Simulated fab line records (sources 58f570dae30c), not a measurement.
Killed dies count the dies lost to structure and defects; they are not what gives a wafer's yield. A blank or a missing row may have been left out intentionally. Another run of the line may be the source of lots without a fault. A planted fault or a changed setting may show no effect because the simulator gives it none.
Code-filled problem report in 8D (eight disciplines) form / flow berkeley cmos170 / the parts of the form that need people (team, actions taken, sign-off) are left out

== 1. WHAT IS WRONG ==
At UCB170_V1_ETCH_14, run length s averages 266.0 s over 2 wafers from 2 lots, while fault-free wafers read 319.7 s, standard deviation 0.44. So: -99 or more standard deviations from the usual mean.
The step: etches SiO2 in CHF3/CF4/Ar, stops on Al, target depth 1250 nm, time 291 s.
Seen first at day 12 19:14 on rie diel-04, wafer L351.6. Wafers with a number at this step in the record: 42, from 14 lots. Rule for "out" (also "out of limits"): further than 4 standard deviations from the usual mean. The other wafers with a number count as sound.

== 2. WHAT IT IS, WHAT IT ISN'T ==
question=which readings at this step | is=run length s, oes product au | is not=drypump motor current A, throttle valve pct
question=which lots | is=L351, L355 | is not=L334, L335, L336, L337, L338, L340, L341, L343, L344, L350, L354, L357
question=which wafers of those lots | is=L351.6, L355.5 | is not=L351.1, L351.5, L355.3, L355.6
question=read on which tools | is=rie diel-04 | is not=rie diel-01, rie diel-03
question=when | is=from day 12 19:14 | is not=up to then (32 sound wafers); but 8 sound wafers of L354, L355, L357 came after

== 3. SUSPECTS, AND WHAT RULES EACH OUT ==
Counting: any tool at a process step up to the reading remains a suspect provided it ran every lot that is out. Sound lots after the first of them don't rule it out here, since some wafers of a struck lot are sound.
- rie diel-04 at UCB170_V1_ETCH_14 (etches SiO2 in CHF3/CF4/Ar, stops on Al, target depth 1250 nm, time 291 s): kept. Every lot that is out went through it, the first being L351 (day 12 19:14); the last sound lot it ran before that was L350 (day 12 13:19). Its own readings are out on those wafers: oes product au, run length s.
- Within rie diel-04 at UCB170_V1_ETCH_14: the wafers that are out ran in chamber 0; their sound lot-mates ran in chambers 2, 3.
Left after counting: rie diel-04 at UCB170_V1_ETCH_14.

== 4. THE CAUSE (what the simulator had put in) ==
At UCB170_V1_ETCH_14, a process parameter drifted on rie diel-04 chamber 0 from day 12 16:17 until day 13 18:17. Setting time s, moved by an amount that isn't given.
The count eliminated every tool but this one.

== 5. THE EFFECT CHAIN, in route order ==
Each row: a reading whose mean over the struck wafers that have a number lies more than 3 standard deviations from the usual. Scope: only readings with a usual standard deviation given in the record; hours: median across lots of the time from each lot's start at the first step in this table that gives one to its start at this step; sigmas: change in usual standard deviations.
hours=0; step=UCB170_V1_ETCH_14; reading=oes product au; usual=0.874 a.u.; on struck wafers=1.008; change=+0.134; sigmas=+15
hours=0; step=UCB170_V1_ETCH_14; reading=run length s; usual=319.7 s; on struck wafers=266.0; change=-53.7; sigmas=-99 or more
hours=0; step=UCB170_V1_STRIP_15; reading=strip time to endpoint s; usual=15.30 s; on struck wafers=16.41; change=+1.11; sigmas=+11
Here are the process steps it includes:
- UCB170_V1_ETCH_14: etches SiO2 in CHF3/CF4/Ar, stops on Al, target depth 1250 nm, time 291 s.
- UCB170_V1_STRIP_15: strips in O2.
Readings that are blank on the struck wafers while sound wafers have them: rf fwd power W at UCB170_V1_ETCH_14.

== 6. WHAT WOULD HAVE CAUGHT IT SOONER ==
3 hours passed between the start of the fault at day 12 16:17 and the first reading out of limits in this record, taken at day 12 19:14.
